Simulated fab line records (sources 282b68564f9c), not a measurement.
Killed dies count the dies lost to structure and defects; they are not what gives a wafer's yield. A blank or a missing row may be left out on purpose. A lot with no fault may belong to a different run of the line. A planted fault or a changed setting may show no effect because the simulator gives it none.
Split-lot experiment | flow rit-cmos | 23 wafers read across 5 lots, on a route 202 steps long

ABOUT THE SPLIT
At RIT_NLDD_COAT_01 (resist thk 1000 nm), the setting spin-rpm was moved away from the recipe's 3250 rpm on 5 of the 23 wafers read, by -2.3% to +3.8%. This setting was run at the recipe's value on the other wafers.

FROM THE SPLIT TO THE READING: what the file shows between them, 3 steps
- RIT_NLDD_SOFTBAKE_02: time 60 s
- RIT_NLDD_EXPOSE_03: exposes mask M7, target cd 40700 nm
- RIT_NLDD_DEVELOP_05: develop time 50 s

THE READING
NOVOLAK_of_NLDD_COAT_01.thk-nm (the simulator's own value, which no gauge read), in nm, at RIT_NLDD_HARDBAKE_07 (time 60 s). The file does not state a usual value for it. Here, 18 wafers ran the recipe; their average is 883.3 nm with a standard deviation of 1.9 nm.

wafer  | tool, chamber at the split | spin-rpm as run, rpm | against the recipe | NOVOLAK_of_NLDD_COAT_01.thk-nm, nm | against lot-mates on the recipe
L074.2 | litho-track-04, 0          | 3250                 | recipe             | 884.2                              | -
L074.5 | litho-track-04, 0          | 3250                 | recipe             | 886.5                              | -
L074.6 | litho-track-04, 0          | 3250                 | recipe             | 883.5                              | -
L077.1 | litho-track-01, 0          | 3250                 | recipe             | 880.6                              | -
L077.2 | litho-track-01, 0          | 3176                 | -2.3%              | 892.6                              | +12.6
L077.3 | litho-track-01, 0          | 3250                 | recipe             | 880.7                              | -
L077.4 | litho-track-01, 0          | 3250                 | recipe             | 878.7                              | -
L077.5 | litho-track-01, 0          | 3176                 | -2.3%              | 889.9                              | +9.9
L078.1 | litho-track-01, 0          | 3250                 | recipe             | 884.3                              | -
L078.2 | litho-track-01, 0          | 3250                 | recipe             | 883.7                              | -
L078.3 | litho-track-01, 0          | 3250                 | recipe             | 885.3                              | -
L078.4 | litho-track-01, 0          | 3250                 | recipe             | 883.8                              | -
L078.6 | litho-track-01, 0          | 3250                 | recipe             | 882.8                              | -
L081.1 | litho-track-02, 0          | 3250                 | recipe             | 884.2                              | -
L081.2 | litho-track-02, 0          | 3250                 | recipe             | 884.3                              | -
L081.3 | litho-track-02, 0          | 3250                 | recipe             | 883.3                              | -
L081.4 | litho-track-02, 0          | 3250                 | recipe             | 886                                | -
L081.5 | litho-track-02, 0          | 3250                 | recipe             | 881.6                              | -
L084.2 | litho-track-04, 0          | 3250                 | recipe             | 883.5                              | -
L084.3 | litho-track-04, 0          | 3374                 | +3.8%              | 865.5                              | -17.9
L084.4 | litho-track-04, 0          | 3374                 | +3.8%              | 868.9                              | -14.5
L084.5 | litho-track-04, 0          | 3374                 | +3.8%              | 865.3                              | -18.1
L084.6 | litho-track-04, 0          | 3250                 | recipe             | 883.3                              | -

THE FIT
A straight line over all 23 wafers: NOVOLAK_of_NLDD_COAT_01.thk-nm changes by -4.19 nm for each +1% of spin-rpm; r = -0.96; the points scatter about the line by 2 nm.
The same after taking each lot's own level away (the mean of its wafers on the recipe; 23 wafers): -4.53 nm for each +1%; r = -0.98; scatter 1.3 nm.
That fit puts the effect of the largest move of spin-rpm on the reading at 17 nm.
The lots' own levels span 880.00 to 884.73 nm, that is 2.5 times the standard deviation above.
The two slopes agree, so the slope changes little with the lot-to-lot level.
Check: for one of the wafers moved furthest among these (+3.8%), held out of the fit, the line's prediction against its lot-mates is -16.9 nm. It came out at -17.9 nm against them.

OTHER SPLITS ON THESE WAFERS
Other splits were also applied to these wafers ahead of the reading. Each is held against what the fit with the lots' levels taken away leaves over:
other split on the same wafers     | wafers away from the commonest value | r with NOVOLAK_of_NLDD_COAT_01.thk-nm (lot level and that fit taken away)
RIT_ACTIVE_OXIDATION_01 ox-time-s  | 10                                   | -0.06
RIT_ACTIVE_COAT_06 spin-rpm        | 6                                    | -0.11
RIT_FOX2_OXIDATION_00 ox-time-s    | 18                                   | -0.03
RIT_NWELL_IMPLANT_08 energy-kev    | 10                                   | -0.03
RIT_PWELL_IMPLANT_08 dose-cm2      | 12                                   | -0.28
RIT_PRETRO_COAT_01 resist-thk-nm   | 7                                    | +0.00
RIT_GATE_DEVELOP_15 develop-time-s | 7                                    | +0.09

THE WHOLE CHAIN: every reading that the file lists as answering this split, in the file's order
step                 | what it does       | reading                                                                         | change (the file's fit)              | r (the file's)
RIT_NLDD_COAT_01     | resist thk 1000 nm | NOVOLAK_of_NLDD_COAT_01.thk-nm (the simulator's own value, which no gauge read) | -5.21 nm for each +1% of the setting | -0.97
RIT_NLDD_HARDBAKE_07 | time 60 s          | NOVOLAK_of_NLDD_COAT_01.thk-nm (the simulator's own value, which no gauge read) | -4.56 nm for each +1% of the setting | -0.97

THE FILE'S OWN FIT
NOVOLAK_of_NLDD_COAT_01.thk-nm changes by -4.56 nm for each +1% of spin-rpm, r = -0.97.
